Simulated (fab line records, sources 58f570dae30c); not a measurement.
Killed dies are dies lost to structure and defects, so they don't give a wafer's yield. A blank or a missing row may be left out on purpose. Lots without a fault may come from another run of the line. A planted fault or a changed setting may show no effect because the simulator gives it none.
A struck lot beside a sound one | flow berkeley_cmos170 | 16 steps out of a route of 331
Sound: wafers L313.1, L313.5, L313.6. Struck: wafers L327.1, L327.2, L327.4. The cause comes at the end.
At each step with rows: each side's tool, then ch and its chambers, then its first start. Under that, the readings that differ: sound wafers | struck wafers | difference of the means | sigmas: that difference in standard deviations of wafers without a fault.
alike: readings whose means differ by less than 2 such deviations, and words and numbers that are the same on both sides. not compared: withheld readings, readings that some wafer has no value for, bounds like >300 that may hide the same value, and numbers for which the record gives no deviation and whose values overlap.
The two part at a step that has a row with sigmas, a row that says differs or no value, or rows on one side only. Numbers that don't overlap but have no deviation are shown without sigmas and don't part them. A reading that every wafer of one side lacks parts them only if that side has two wafers or more.

UCB170_NWELL_THK_MEAS_02:
  sound on film_metro-01, day 2 01:37; struck on film_metro-04, day 4 20:11
  reading              | sound          | struck         | difference | sigmas
  NWELL_OXIDE_THK (nm) | 26.7 27.1 27.5 | 25.6 25.2 25.4 | -1.7       | -3
then, 2 steps without rows for these wafers: UCB170_NWELL_ANNEAL_03 (time 900 s); UCB170_NWELL_CVD_04 (deposits Si3N4 from SiH2Cl2/NH3, target thk 224 nm, time 3360 s).
UCB170_NWELL_THK_MEAS_05:
  sound on film_metro-02, day 2 11:55; struck on film_metro-02, day 5 02:16
  reading                | sound             | struck            | difference | sigmas
  NWELL_NITRIDE_THK (nm) | 218.9 219.6 221.8 | 224.0 225.8 225.7 | +5.1       | +2
then, 6 steps without rows for these wafers: UCB170_NWELL_HMDS_06 (prime time 60 s); UCB170_NWELL_COAT_07 (resist thk 914.5 nm); UCB170_NWELL_SOFTBAKE_08 (time 60 s); UCB170_NWELL_EXPOSE_09 (exposes mask NWELL, target cd 3000 nm); UCB170_NWELL_PEB_10; UCB170_NWELL_DEVELOP_11 (develop time 45 s).
UCB170_NWELL_OVL_MEAS_12:
  sound on overlay-01, day 2 13:02; struck on overlay-01, day 5 03:10
  alike: NWELL_OVL
UCB170_NWELL_ETCH_13: etches Si3N4 in CH3F/Ar/O2, stops on SiO2, target depth 246.4 nm, time 154 s.
  sound on rie_diel-04 ch 0,1, day 2 13:04; struck on rie_diel-02 ch 0,2, day 5 03:12
  reading                | sound          | struck         | difference | sigmas
  throttle_valve_pct (%) | 8.19 8.12 8.21 | 7.97 7.93 7.91 | -0.24      | -2
  alike: O2_flow_sccm, chamber_pressure_mTorr, drypump_motor_current_A, oes_product_au
  not compared: rf_hours_counter_h
UCB170_NWELL_IMPLANT_14:
  sound on implanter-02 ch 0, day 2 13:10; struck on implanter-02 ch 0, day 5 03:21
  reading                   | sound             | struck            | difference | sigmas
  implant_ion_amu           | 31 31 31          | 11 11 11          | -20        |
  model.implant.rp_nm (nm)  | 185 185 185       | 442.6 442.6 442.6 | +257.6     |
  model.implant.drp_nm (nm) | 62.72 62.72 62.72 | 97.97 97.97 97.97 | +35.25     |
  alike: end_station_pressure_torr
UCB170_NWELL_STRIP_15: strips in O2.
  sound on plasma_asher-03 ch 0,1, day 2 13:19; struck on plasma_asher-04 ch 0,1, day 5 03:30
  alike: chamber_pressure_mTorr, drypump_motor_current_A, oes_product_au, strip_time_to_endpoint_s
  not compared: rf_hours_counter_h
UCB170_NWELL_TW_MEAS_16:
  sound on film_metro-04, day 2 13:25; struck on film_metro-01, day 5 03:36
  reading  | sound          | struck      | difference | sigmas
  NWELL_TW | 1255 1252 1257 | 504 502 503 | -752       | -54
then, 1 step without rows for these wafers: UCB170_NWELL_CLEAN_17 (cleans in SPM, time 600 s).

WHERE THEY PART
First at UCB170_NWELL_THK_MEAS_02; last, within this record, at UCB170_NWELL_TW_MEAS_16.

WHY: what the simulator had put in
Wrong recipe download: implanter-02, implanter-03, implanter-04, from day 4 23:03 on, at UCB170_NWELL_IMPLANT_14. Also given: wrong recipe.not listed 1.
